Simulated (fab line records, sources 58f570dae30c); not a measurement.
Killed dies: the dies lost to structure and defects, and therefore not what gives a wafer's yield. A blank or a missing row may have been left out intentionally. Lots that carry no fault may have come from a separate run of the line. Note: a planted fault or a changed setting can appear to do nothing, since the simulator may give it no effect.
Which tool was responsible? -- flow berkeley cmos170 -- 7 lots, 21 wafers sampled, at 2 steps of a route of 331

== WHAT EACH GAUGE READ, for each wafer ==
UCB170_SPACER_THK_MEAS_01.
lot,measured,on,SPACER_TEOS_THK (nm)
L134,day 6 18:38,film metro-03,375 384 375
L139,day 7 12:29,film metro-01,373 378 375
L141,day 8 07:41,film metro-03,372 381 384
L144,day 9 02:44,film metro-04,377 374 375
L148,day 9 18:43,film metro-03,607 621 615
L152,day 10 11:51,film metro-04,375 370 378
L155,day 10 17:12,film metro-01,380 381 380

== EACH LOT AND THE TOOL THAT RAN IT (in order: tool; ch and the chambers of the sampled wafers; start) ==
lot,UCB170_SPACER_CVD_00
L134,"pecvd-02 ch 0,1,2, day 6 18:36"
L139,"pecvd-02 ch 1,2, day 7 12:25"
L141,"pecvd-02 ch 1,2, day 8 07:38"
L144,"pecvd-01 ch 1,2, day 9 02:41"
L148,"pecvd-03 ch 0,2, day 9 18:40"
L152,"pecvd-01 ch 1,2, day 10 11:48"
L155,"pecvd-02 ch 0,1,2, day 10 17:10"
- UCB170_SPACER_CVD_00: deposits SiO2 from TEOS/O2, target thk 376 nm, time 47 s.

== THE ANSWER, worked out from the rows above alone ==
Rule: the lots themselves supply what counts as usual. The widest of any qualifying gaps counts: lots, ordered by their means at a reading, are off when they make up no more than a third of the lots, leave a main group of 4 or more, and stand apart from it by 3 or more times the standard deviation of that group's means. The tables above print the reading to a certain number of digits; a main group whose means all agree to those digits is not used. A lot without any number at a reading at which 4 lots or more have one is off too. Any other lot the step has rows for is counted as sound.
Off: L148, at UCB170_SPACER_THK_MEAS_01 (SPACER_TEOS_THK). Main group: mean 377 nm, sd 2.2.
A tool fits if, at a process step before that reading, it ran every lot that is off, and no sound lot after the first of them. Gauges at UCB170_SPACER_THK_MEAS_01: tried the same way as those tools. Undecided on this evidence; 2 tools fit (pecvd-03 at UCB170_SPACER_CVD_00, film metro-03 at UCB170_SPACER_THK_MEAS_01).

== WHAT WAS PUT IN BY THE SIMULATOR ==
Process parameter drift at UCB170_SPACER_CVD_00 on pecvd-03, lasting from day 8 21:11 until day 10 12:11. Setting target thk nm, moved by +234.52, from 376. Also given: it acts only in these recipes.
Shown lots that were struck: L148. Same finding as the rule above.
